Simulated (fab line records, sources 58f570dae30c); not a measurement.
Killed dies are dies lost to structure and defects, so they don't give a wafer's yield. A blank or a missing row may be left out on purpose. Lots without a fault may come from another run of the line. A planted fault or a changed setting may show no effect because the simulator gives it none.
Problem report in the 8D (eight disciplines) form, filled by code | flow berkeley_cmos170 | the parts of the form that need people (team, actions taken, sign-off) are left out

1. THE PROBLEM
cd_nm at UCB170_NLDD_CD_MEAS_06 reads a mean of 1135.9 nm on 6 wafers of 2 lots; wafers without a fault read 1200.5 nm with a standard deviation of 1.3. That is -50 standard deviations from the usual mean.
The step: target cd 1200 nm.
First seen on wafer L531.2, day 9 22:34, on cd_sem-02. The record holds 42 wafers of 14 lots with a number at this step. Rule for "out", or "out of limits": more than 4 standard deviations from the usual mean. The other wafers with a number count as sound.

2. WHAT IT IS AND WHAT IT IS NOT
question                    | is                     | is not
which readings at this step | cd_nm                  | -
which lots                  | L531, L533             | L521, L522, L523, L524, L525, L526, L527, L529, L530, L538, L541, L542
which wafers of those lots  | all that have a number | -
read on which gauges        | cd_sem-01, cd_sem-02   | -
when                        | from day 9 22:34       | up to then (27 sound wafers); but 9 sound wafers of L538, L541, L542 came after

3. SUSPECTS, AND WHAT RULES EACH OUT
Counting: a tool at a process step up to the reading stays a suspect if it ran every lot that is out and no sound lot after the first of them.
- the gauge at UCB170_NLDD_CD_MEAS_06: ruled out. The wafers that are out were read on 2 gauges (cd_sem-01, cd_sem-02).
- litho_track-03 at UCB170_NLDD_PEB_04: kept. It ran every lot that is out, first L531 (day 9 22:17), and no sound lot after that; its last sound lot up to then is L529 (day 8 22:13). Its own readings are out on those wafers: heater_power_total_W.
Left after counting: litho_track-03 at UCB170_NLDD_PEB_04.

4. THE CAUSE (what the simulator had put in)
Process parameter drift: litho_track-03, from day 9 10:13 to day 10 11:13, at UCB170_NLDD_PEB_04. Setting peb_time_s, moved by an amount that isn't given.
Counting left only this tool.

5. THE CHAIN OF EFFECTS, in route order
Each row: a reading whose mean over the struck wafers that have a number lies more than 3 standard deviations from the usual. Only readings for which the record gives a usual standard deviation are gone through. hours: the time from each lot's start at the first step in this table that gives one to its start at this step, as a median over the lots. sigmas: the change in usual standard deviations.
hours | step                   | reading              | usual     | on struck wafers | change | sigmas
0     | UCB170_NLDD_PEB_04     | heater_power_total_W | 56.80 W   | 72.13            | +15.33 | +99 or more
0     | UCB170_NLDD_CD_MEAS_06 | cd_nm                | 1200.5 nm | 1135.9           | -64.6  | -50
The process steps in it:
- UCB170_NLDD_PEB_04
Later measuring or inspecting steps at which every struck wafer that the step has a row for has a number for every such reading, and none has moved that far: UCB170_PSD_TW_MEAS_10, UCB170_CONTACT_CD_MEAS_15.

6. WHAT WOULD HAVE CAUGHT IT SOONER
In this record the first reading out of limits at a measuring or inspecting step was taken at day 9 22:34, 12 hours after the fault began at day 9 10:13.
The tool's own readings at UCB170_NLDD_PEB_04 were out on every struck wafer that the step has a row for (heater_power_total_W): an alarm limit on them would have fired on the first of those.
Of the lots that are out (2), L533 began UCB170_NLDD_PEB_04 on litho_track-03 after day 9 22:34. A hold on the tool at that time would have spared it.
